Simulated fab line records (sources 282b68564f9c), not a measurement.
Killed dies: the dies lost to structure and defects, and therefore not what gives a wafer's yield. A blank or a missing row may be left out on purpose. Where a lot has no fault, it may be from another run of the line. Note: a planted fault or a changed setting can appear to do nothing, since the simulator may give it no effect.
Shared-tool check + flow rit cmos + Sample size 14 lots and 42 wafers

REASON IT WAS OPENED
Of 14 lots, 2 have the reading SILICIDE_TI_RS flagged at RIT_SILICIDE_RS_MEAS_02. Wafers without a fault read 47.8 ohm/sq, standard deviation 0.75.
Rule: a lot is flagged in two cases, either no wafer of it has a number, or all its wafers with numbers fall more than 4 standard deviations from that mean. The other lots count as sound.

| lot  | measured    | on            | SILICIDE_TI_RS (ohm/sq), wafer by wafer | flag    |
|------|-------------|---------------|-----------------------------------------|---------|
| L392 | day 3 08:19 | film metro-03 | 47.4 47.1 47.9                          |         |
| L394 | day 3 19:20 | film metro-02 | 47.0 46.7 47.1                          |         |
| L395 | day 3 21:24 | film metro-03 | 47.9 47.3 47.9                          |         |
| L396 | day 4 03:25 | film metro-04 | 48.7 48.3 49.1                          |         |
| L397 | day 4 07:59 | film metro-04 | 48.1 48.2 47.6                          |         |
| L398 | day 4 12:23 | film metro-03 | 49.6 48.2 48.5                          |         |
| L399 | day 4 14:38 | film metro-02 | 47.7 47.4 48.1                          |         |
| L400 | day 5 01:17 | film metro-02 | 47.0 48.0 47.9                          |         |
| L402 | day 5 06:14 | film metro-03 | 49.3 49.4 49.2                          |         |
| L403 | day 5 11:16 | film metro-03 | 47.1 47.0 47.7                          |         |
| L405 | day 6 01:07 | film metro-04 | 48.7 47.8 48.2                          |         |
| L409 | day 6 20:13 | film metro-04 | 80.9 79.6 79.6                          | FLAGGED |
| L411 | day 7 06:11 | film metro-04 | 81.3 80.7 78.8                          | FLAGGED |
| L414 | day 7 22:25 | film metro-02 | 47.5 47.5 48.5                          |         |
The numbers of the flagged lots are 80.2 ohm/sq on average: +32.4 ohm/sq against the usual, or +43 standard deviations.

LOT BY LOT: THE TOOL USED
2 process steps preceding the reading are held in the record, out of 202 steps in the route. Read each cell as the tool, then ch plus the chambers that the sampled wafers visited, then the start.
| lot  | flag    | RIT_NSD_STRIP_09                    | RIT_SILICIDE_SPUTTER_01     |
|------|---------|-------------------------------------|-----------------------------|
| L392 |         | plasma asher-02 ch 0,1, day 3 05:28 | pvd sputter-01, day 3 08:10 |
| L394 |         | plasma asher-01 ch 0,1, day 3 16:29 | pvd sputter-01, day 3 19:07 |
| L395 |         | plasma asher-01 ch 0,1, day 3 18:41 | pvd sputter-02, day 3 21:15 |
| L396 |         | plasma asher-02 ch 0,1, day 4 00:34 | pvd sputter-01, day 4 03:14 |
| L397 |         | plasma asher-04 ch 0,1, day 4 05:04 | pvd sputter-03, day 4 07:50 |
| L398 |         | plasma asher-04 ch 0,1, day 4 09:26 | pvd sputter-01, day 4 12:13 |
| L399 |         | plasma asher-04 ch 0,1, day 4 11:53 | pvd sputter-02, day 4 14:29 |
| L400 |         | plasma asher-01 ch 0,1, day 4 22:25 | pvd sputter-01, day 5 01:08 |
| L402 |         | plasma asher-04 ch 0,1, day 5 03:30 | pvd sputter-01, day 5 06:05 |
| L403 |         | plasma asher-01 ch 1, day 5 08:22   | pvd sputter-03, day 5 11:06 |
| L405 |         | plasma asher-04 ch 0,1, day 5 21:53 | pvd sputter-03, day 6 00:58 |
| L409 | FLAGGED | plasma asher-04 ch 0,1, day 6 17:07 | pvd sputter-03, day 6 20:02 |
| L411 | FLAGGED | plasma asher-02 ch 0,1, day 7 03:16 | pvd sputter-03, day 7 06:02 |
| L414 |         | plasma asher-02 ch 0,1, day 7 19:14 | pvd sputter-01, day 7 22:16 |
These steps, and what they do:
- RIT_NSD_STRIP_09: strips in O2, time 180 s.
- RIT_SILICIDE_SPUTTER_01: material Ti, target thk 30 nm, time 240 s.
- RIT_SILICIDE_RS_MEAS_02: measures by four-point-probe.

FLAGGED AGAINST TOTAL, ONE TOOL AT A TIME (gauges that did the reading follow at the end)
| step                    | tool            | lots run | flagged | share of the flagged lots | sound lots run after its first flagged lot |
|-------------------------|-----------------|----------|---------|---------------------------|--------------------------------------------|
| RIT_NSD_STRIP_09        | plasma asher-01 | 4        | 0       | none                      | -                                          |
| RIT_NSD_STRIP_09        | plasma asher-02 | 4        | 1       | some                      | 1 (L414)                                   |
| RIT_NSD_STRIP_09        | plasma asher-04 | 6        | 1       | some                      | 0                                          |
| RIT_SILICIDE_SPUTTER_01 | pvd sputter-01  | 7        | 0       | none                      | -                                          |
| RIT_SILICIDE_SPUTTER_01 | pvd sputter-02  | 2        | 0       | none                      | -                                          |
| RIT_SILICIDE_SPUTTER_01 | pvd sputter-03  | 5        | 2       | all                       | 0                                          |
| RIT_SILICIDE_RS_MEAS_02 | film metro-02   | 4        | 0       | none                      | -                                          |
| RIT_SILICIDE_RS_MEAS_02 | film metro-03   | 5        | 0       | none                      | -                                          |
| RIT_SILICIDE_RS_MEAS_02 | film metro-04   | 5        | 2       | all                       | 0                                          |

THE TABLE: WHAT IT ALLOWS
Rows of the table that ran all the flagged lots, 2 in number: pvd sputter-03 at RIT_SILICIDE_SPUTTER_01; film metro-04 at RIT_SILICIDE_RS_MEAS_02.
- pvd sputter-03 at RIT_SILICIDE_SPUTTER_01: 2 of its 5 lots flagged. Last sound lot L405 at day 6 00:58, first flagged lot L409 at day 6 20:02; a fault beginning in between fits.
- film metro-04 at RIT_SILICIDE_RS_MEAS_02: 2 of its 5 lots flagged. Last sound lot L405 at day 6 01:07, first flagged lot L409 at day 6 20:13; a fault beginning in between fits.
A lot count leaves these 2 tools indistinguishable: every one of them fits a fault beginning at some hour. More lots, or a look at what each step does to the wafer, might.

WHAT THE SIMULATOR HAD PUT IN
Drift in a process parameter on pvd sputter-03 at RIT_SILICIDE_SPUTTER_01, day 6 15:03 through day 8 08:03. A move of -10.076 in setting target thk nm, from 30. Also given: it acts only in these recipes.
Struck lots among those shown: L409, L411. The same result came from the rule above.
